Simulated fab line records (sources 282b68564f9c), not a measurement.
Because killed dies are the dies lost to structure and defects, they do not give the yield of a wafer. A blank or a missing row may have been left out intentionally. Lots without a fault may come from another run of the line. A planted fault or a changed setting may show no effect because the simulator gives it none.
Which tool did it? ; flow ritCmos ; Sampling: 14 lots, 42 wafers, 4 of 202 route steps

== WHAT THE GAUGES READ, wafer by wafer ==
RIT_FOX1_THK_MEAS_01.
lot;measured;on;FOX1_OXIDE_THK (nm)
L338;day 2 04:49;filmMetro-04;363 366 363
L339;day 2 09:43;filmMetro-04;348 348 353
L341;day 2 22:23;filmMetro-04;348 357 353
L342;day 3 02:00;filmMetro-01;348 347 357
L343;day 3 06:17;filmMetro-03;341 343 341
L344;day 3 10:24;filmMetro-01;356 342 346
L347;day 4 02:13;filmMetro-01;348 347 349
L348;day 4 06:27;filmMetro-01;345 344 350
L349;day 4 11:38;filmMetro-01;356 357 354
L350;day 4 18:49;filmMetro-04;351 343 343
L351;day 5 00:05;filmMetro-03;356 357 361
L352;day 5 02:21;filmMetro-01;353 350 353
L353;day 5 07:43;filmMetro-01;359 353 355
L358;day 6 08:04;filmMetro-03;352 351 348

RIT_FOX2_THK_MEAS_91.
lot;measured;on;FIELD_OXIDE_LEFT_2_THK (nm)
L338;day 2 21:04;filmMetro-02;261 262 259
L339;day 3 03:41;filmMetro-01;263 261 257
L341;day 3 15:58;filmMetro-01;248 255 251
L342;day 3 19:40;filmMetro-04;236 249 240
L343;day 3 23:18;filmMetro-01;248 249 243
L344;day 4 04:35;filmMetro-01;250 256 252
L347;day 4 17:50;filmMetro-04;276 268 274
L348;day 4 21:39;filmMetro-01;247 254 254
L349;day 5 02:55;filmMetro-02;258 258 255
L350;day 5 10:41;filmMetro-01;260 261 255
L351;day 5 15:37;filmMetro-01;255 259 257
L352;day 5 17:53;filmMetro-01;249 255 254
L353;day 5 22:43;filmMetro-04;253 253 245
L358;day 7 00:48;filmMetro-01;250 263 258

RIT_SDANNEAL_RS_MEAS_04: measurement is done with a four-point probe.
lot;measured;on;PSD_RS (ohm/sq)
L338;day 3 17:58;filmMetro-02;115.3 115.3 115.2
L339;day 4 00:34;filmMetro-04;115.7 115.2 115.3
L341;day 4 09:55;filmMetro-04;115.7 115.4 115.2
L342;day 4 13:20;filmMetro-02;115.4 115.4 115.4
L343;day 4 18:28;filmMetro-02;115.1 115.3 114.9
L344;day 5 02:38;filmMetro-04;115.8 115.9 115.9
L347;day 5 15:50;filmMetro-03;116.1 115.7 116.3
L348;day 5 17:50;filmMetro-04;115.9 116.0 116.0
L349;day 5 21:10;filmMetro-02;115.4 115.1 115.1
L350;day 6 06:26;filmMetro-04;115.9 115.6 115.7
L351;day 6 10:06;filmMetro-02;115.3 115.3 115.4
L352;day 6 12:01;filmMetro-03;116.2 115.8 116.2
L353;day 6 19:37;filmMetro-03;116.1 116.0 115.9
L358;day 7 20:06;filmMetro-02;116.1 115.7 115.9

== TOOL THAT RAN EACH LOT (tool first, then ch and the chambers of the sampled wafers, then the start) ==
lot;RIT_FOX2_OXIDATION_00
L338;furnace-03 ch 0, day 2 04:59
L339;furnace-04 ch 0, day 2 10:25
L341;furnace-04 ch 0, day 2 23:06
L342;furnace-03 ch 0, day 3 03:38
L343;furnace-03 ch 0, day 3 07:21
L344;furnace-03 ch 0, day 3 11:40
L347;furnace-01 ch 0, day 4 02:23
L348;furnace-04 ch 0, day 4 07:19
L349;furnace-04 ch 0, day 4 11:49
L350;furnace-04 ch 0, day 4 19:48
L351;furnace-01 ch 0, day 5 00:16
L352;furnace-01 ch 0, day 5 02:32
L353;furnace-01 ch 0, day 5 07:53
L358;furnace-04 ch 0, day 6 09:15
- RIT_FOX2_OXIDATION_00: target thk 350.7 nm, ox time 1130 s.

== WHAT THE TOOLS THEMSELVES READ (means of the sampled wafers that have a number; where no wafer has one, the mark that the record gives instead) ==
RIT_FOX2_OXIDATION_00.
lot;tool;oxTempCMax
L338;furnace-03;1103.1
L339;furnace-04;1104.1
L341;furnace-04;1103.6
L342;furnace-03;1103.8
L343;furnace-03;1103.6
L344;furnace-03;1103.9
L347;furnace-01;1103.3
L348;furnace-04;1104.5
L349;furnace-04;1103.5
L350;furnace-04;1104.1
L351;furnace-01;1102.9
L352;furnace-01;1102.5
L353;furnace-01;1103.0
L358;furnace-04;1103.0

== THE ANSWER, worked out from the rows above alone ==
Rule: the usual values come from the lots themselves. The widest of any qualifying gaps counts: lots, ordered by their means at a reading, are off when they make up no more than a third of the lots, leave a main group of 4 or more, and stand apart from it by 3 or more times the standard deviation of that group's means. If all means in a main group match to the digits the tables above print for the reading, that group is not used. A lot without any number at a reading at which 4 lots or more have one is off too. Any other lot the step has rows for is counted as sound. After the gauges, taken in route order, come the tools' own readings; for these a lot's mean is taken, as printed above. The first step at which some lot is off is used, and at that step the reading that is off furthest; a lot without a number counts as furthest.
None of the lots is off at any reading shown; this tells nothing.

== WHAT WAS PUT IN BY THE SIMULATOR ==
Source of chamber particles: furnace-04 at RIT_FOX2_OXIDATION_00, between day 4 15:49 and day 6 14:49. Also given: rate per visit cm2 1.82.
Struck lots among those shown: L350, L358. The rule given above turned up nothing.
